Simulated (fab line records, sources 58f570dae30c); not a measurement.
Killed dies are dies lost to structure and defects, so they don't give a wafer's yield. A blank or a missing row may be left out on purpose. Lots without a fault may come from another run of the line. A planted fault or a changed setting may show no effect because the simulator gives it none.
Which tool did it? | flow berkeley_cmos170 | 7 lots, 21 wafers sampled, at 2 steps of a route of 331

WHAT THE GAUGES READ, wafer by wafer
UCB170_SILICIDE_RS_MEAS_02: measures by four-point-probe.
lot  | measured     | on            | SILICIDE_TI_RS (ohm/sq)
L864 | day 8 18:59  | film_metro-01 | 26.0 25.9 25.4
L867 | day 8 20:10  | film_metro-03 | 26.2 26.0 26.6
L869 | day 9 21:00  | film_metro-01 | 26.1 26.4 26.3
L871 | day 9 21:31  | film_metro-04 | 25.6 25.7 25.9
L873 | day 10 05:38 | film_metro-04 | 26.3 25.8 26.3
L877 | day 11 04:01 | film_metro-04 | 26.5 26.2 26.2
L879 | day 11 03:31 | film_metro-01 | 26.9 26.6 26.6

WHICH TOOL RAN EACH LOT (tool, then ch and the chambers of the sampled wafers, then the start)
lot  | UCB170_FIELD_OXIDATION_01
L864 | furnace-02 ch 0, day 5 17:51
L867 | furnace-02 ch 0, day 5 17:51
L869 | furnace-04 ch 0, day 6 20:42
L871 | furnace-01 ch 0, day 7 04:07
L873 | furnace-01 ch 0, day 7 11:19
L877 | furnace-02 ch 0, day 8 03:48
L879 | furnace-04 ch 0, day 8 09:19
- UCB170_FIELD_OXIDATION_01: target thk 558.3 nm, ox time 7200 s.

THE ANSWER, worked out from the rows above alone
Rule: what is usual is taken from the lots themselves. Put in order of their means at a reading, lots are off if they are a third of the lots or fewer, leave a main group of 4 or more, and stand apart from it by a gap of 3 or more times the standard deviation of the main group's means; of several such gaps the widest counts. A main group whose means are all the same, to the digits that the tables above print for the reading, isn't used. A lot without any number at a reading at which 4 lots or more have one is off too. The other lots that the step has rows for count as sound.
No lot is off at any reading shown: from this, nothing can be told.

WHAT THE SIMULATOR HAD PUT IN
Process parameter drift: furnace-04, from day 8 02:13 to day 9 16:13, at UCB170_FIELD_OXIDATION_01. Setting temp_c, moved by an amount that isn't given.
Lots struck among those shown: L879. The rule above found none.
